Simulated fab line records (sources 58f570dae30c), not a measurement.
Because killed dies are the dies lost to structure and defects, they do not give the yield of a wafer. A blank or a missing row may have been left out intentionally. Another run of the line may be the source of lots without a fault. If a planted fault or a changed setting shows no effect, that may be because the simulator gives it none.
fab line records    flow berkeleyCmos170
record: lots: 6  wafers: 18  lastDay: 11
route steps=331 shown PWELL@34
lots untouched by any fault: they come from a run of this same line in which no faults occurred
startH: start of the lot's first displayed wafer, in hours after the record's first day    waitH: hours since the lot's step before    " same as the row above    L1.1+2: one row covering several wafers at once    - no value, or no start was given    * or withheld: withheld    < > ~ a bound
route shown NAME@n: names a module that has steps shown in the file, with the first one's number in the route    usual: mean/standard deviation of fault-free wafers    same: alike in all rows    chamber/n: place in a boat    sites: each site's reading    _std_site: standard deviation of those values    _edge_site: the outer-site mean with the inner-site mean subtracted    radiusMm: how far each site lies from the wafer's centre    mask NAME#n: copy n    behind: the last tool/chamber to shape the wafer    hold: why the lot was held/for how many hours/how that ended    device: whichever transistor did not switch (one of n, p or np)    end of line: at the end of the route, the tests of the same wafers    a step given without rows: its recipe and nothing more    killed: not the wafer's yield, but the dies lost to structure and defects at the first sort    map: a wafer's dies, x killed, . not, _ none there
set.NAME: the setting as run; set.NAME@STEP: as run at that earlier step    model.NAME: the simulator's own value behind a step, which no gauge read
lots at selected steps of the route; one table per step, one row per wafer
== steps ==
step: UCB170_PWELL_CLEAN_00
recipe: chemistry: SPM  tempC: 120  timeS: 600
step: UCB170_PWELL_CLEAN_01
recipe: chemistry: dHF  dilution: 25:1  timeS: 60
step: UCB170_PWELL_OXIDATION_02
recipe: tempC: 1000  ambient: O2  targetThkA: 264  oxTimeS: 1260
step: UCB170_PWELL_THK_MEAS_03
recipe: reads: SiO2_of_PWELL_OXIDATION_02
usual: PWELL_OXIDE_THK: 26.4/0.44
lot.wafer  tool          chamber  startH  waitH  PWELL_OXIDE_THK[nm]
L860.1     filmMetro-02  -        39.01   0.0    27.2
L860.3     "             -        "       "      26.9
L860.6     "             -        "       "      27.0
L863.1     filmMetro-02  -        57.04   0.0    26.6
L863.2     "             -        "       "      26.4
L863.3     "             -        "       "      26.5
L866.3     filmMetro-01  -        64.93   0.0    26.3
L866.4     "             -        "       "      26.6
L866.5     "             -        "       "      26.8
L878.1     filmMetro-01  -        133.87  0.0    26.5
L878.3     "             -        "       "      26.0
L878.5     "             -        "       "      26.1
L880.4     filmMetro-01  -        154.17  0.0    27.0
L880.5     "             -        "       "      26.4
L880.6     "             -        "       "      26.4
L881.2     filmMetro-02  -        157.80  0.0    26.7
L881.4     "             -        "       "      26.5
L881.6     "             -        "       "      26.6
step: UCB170_PWELL_ANNEAL_04
recipe: tempC: 1000  timeS: 900  ambient: N2
step: UCB170_PWELL_CVD_05
recipe: material: Si3N4  targetThkNm: 220  tempC: 800  precursor: SiH2Cl2/NH3  timeS: 3300  pressureMtorr: 200  sih2cl2FlowSccm: 25  nh3FlowSccm: 75
step: UCB170_PWELL_THK_MEAS_06
recipe: reads: Si3N4_of_PWELL_CVD_05
usual: PWELL_NITRIDE_THK: 219.9/2.3
lot.wafer  tool          chamber  startH  waitH  PWELL_NITRIDE_THK[nm]
L860.1     filmMetro-04  -        45.43   0.0    219.4
L860.3     "             -        "       "      221.0
L860.6     "             -        "       "      221.9
L863.1     filmMetro-04  -        62.33   0.0    223.8
L863.2     "             -        "       "      224.5
L863.3     "             -        "       "      222.4
L866.3     filmMetro-04  -        69.43   0.0    222.5
L866.4     "             -        "       "      223.4
L866.5     "             -        "       "      222.4
L878.1     filmMetro-02  -        141.99  0.0    221.7
L878.3     "             -        "       "      221.2
L878.5     "             -        "       "      220.5
L880.4     filmMetro-02  -        159.00  0.0    220.9
L880.5     "             -        "       "      220.8
L880.6     "             -        "       "      221.3
L881.2     filmMetro-01  -        164.13  0.0    215.0
L881.4     "             -        "       "      215.5
L881.6     "             -        "       "      216.6
step: UCB170_PWELL_HMDS_07
recipe: primeTimeS: 60  primeTempC: 100
step: UCB170_PWELL_COAT_08
recipe: resist: KrF  spinRpm: 1500  resistThkNm: 900
step: UCB170_PWELL_SOFTBAKE_09
recipe: resist: KrF  tempC: 130  timeS: 60
step: UCB170_PWELL_EXPOSE_10
recipe: maskId: PWELL  targetCdNm: 3000  na: 0.5  sigmaOuter: 0.6  sourceShape: conventional  doseMj: 19
step: UCB170_PWELL_PEB_11
recipe: pebTempC: 130  pebTimeS: withheld  resist: KrF
step: UCB170_PWELL_DEVELOP_12
recipe: developer: TMAH  developTimeS: 45  resist: KrF  devTempC: 21
usual: chillPlateTempC: 23.00/0.097  developTimeS: 45/0
lot.wafer  tool           chamber  startH  waitH  chillPlateTempC  developTimeS  model.KrF_of_PWELL_COAT_08.thkNm
L860.1     lithoTrack-03  0        46      -      22.98            45            888.3
L860.3     "              0        "       "      22.96            45            890.1
L860.6     "              0        "       "      22.92            45            891.5
L863.1     lithoTrack-01  -        64      -      -                -             902.8
L863.2     "              -        "       "      -                -             903
L863.3     "              -        "       "      -                -             902.4
L866.3     lithoTrack-01  -        70      -      -                -             898.4
L866.4     "              -        "       "      -                -             900.5
L866.5     "              -        "       "      -                -             899.5
L878.1     lithoTrack-03  0        143     -      22.84            45            884
L878.3     "              0        "       "      23.01            45            884.9
L878.5     "              0        "       "      23.00            45            886
L880.4     lithoTrack-01  0        160     -      23.04            45            883.5
L880.5     "              0        "       "      23.05            45            881.6
L880.6     "              0        "       "      23.12            45            884.7
L881.2     lithoTrack-01  0        165     -      22.97            45            884.6
L881.4     "              0        "       "      23.08            45            885.3
L881.6     "              0        "       "      23.15            45            887.4
step: UCB170_PWELL_OVL_MEAS_13
usual: PWELL_OVL: 4/5.6
lot.wafer  tool        chamber  startH  waitH  PWELL_OVL[nm]
L860.1     overlay-01  -        46.96   -      3
L860.3     "           -        "       "      5
L860.6     "           -        "       "      6
L863.1     overlay-02  -        64.44   -      -
L863.2     "           -        "       "      -
L863.3     "           -        "       "      -
L866.3     overlay-02  -        70.32   -      -
L866.4     "           -        "       "      -
L866.5     "           -        "       "      -
L878.1     overlay-02  -        143.19  -      9
L878.3     "           -        "       "      18
L878.5     "           -        "       "      12
L880.4     overlay-02  -        160.13  -      1
L880.5     "           -        "       "      1
L880.6     "           -        "       "      3
L881.2     overlay-01  -        165.99  -      -2
L881.4     "           -        "       "      1
L881.6     "           -        "       "      -5
== key ==
firstSign: step: UCB170_PWELL_DEVELOP_12  reading: toolRecord  direction: missing
effect none on later readings
modelEffect: step: UCB170_PWELL_DEVELOP_12  value: KrF_of_PWELL_COAT_08.thkNm  without: 886.9  struck: 901.1
metAt UCB170_PWELL_DEVELOP_12
struckWafers L863.1,L863.2,L863.3,L866.3,L866.4,L866.5
laterRowsLeftOut L863.1,L863.2,L863.3,L866.3,L866.4,L866.5
sortLeftOut L863.1,L863.2,L863.3,L866.3,L866.4,L866.5
testerLeftOut L863,L866
fault: kind: skippedStepWhole  tool: lithoTrack-01  chamber: -  onsetH: 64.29  steps: UCB170_PWELL_DEVELOP_12  scope: struckLotsOnly
testerLeftOut: of these lots the tester's yield and bins aren't shown, on N5 and GAA mostly nor the transistor test; their killed dies are dies lost to structure and defects alone, not to doping, threshold or leakage, so they don't give the yield
sortLeftOut: the simulated sort isn't trusted on such a fault, so these wafers' sort isn't shown, and their yield isn't known
laterRowsLeftOut: the simulator's readings of these wafers behind a module that went badly wrong aren't trusted and aren't shown, but for the sort
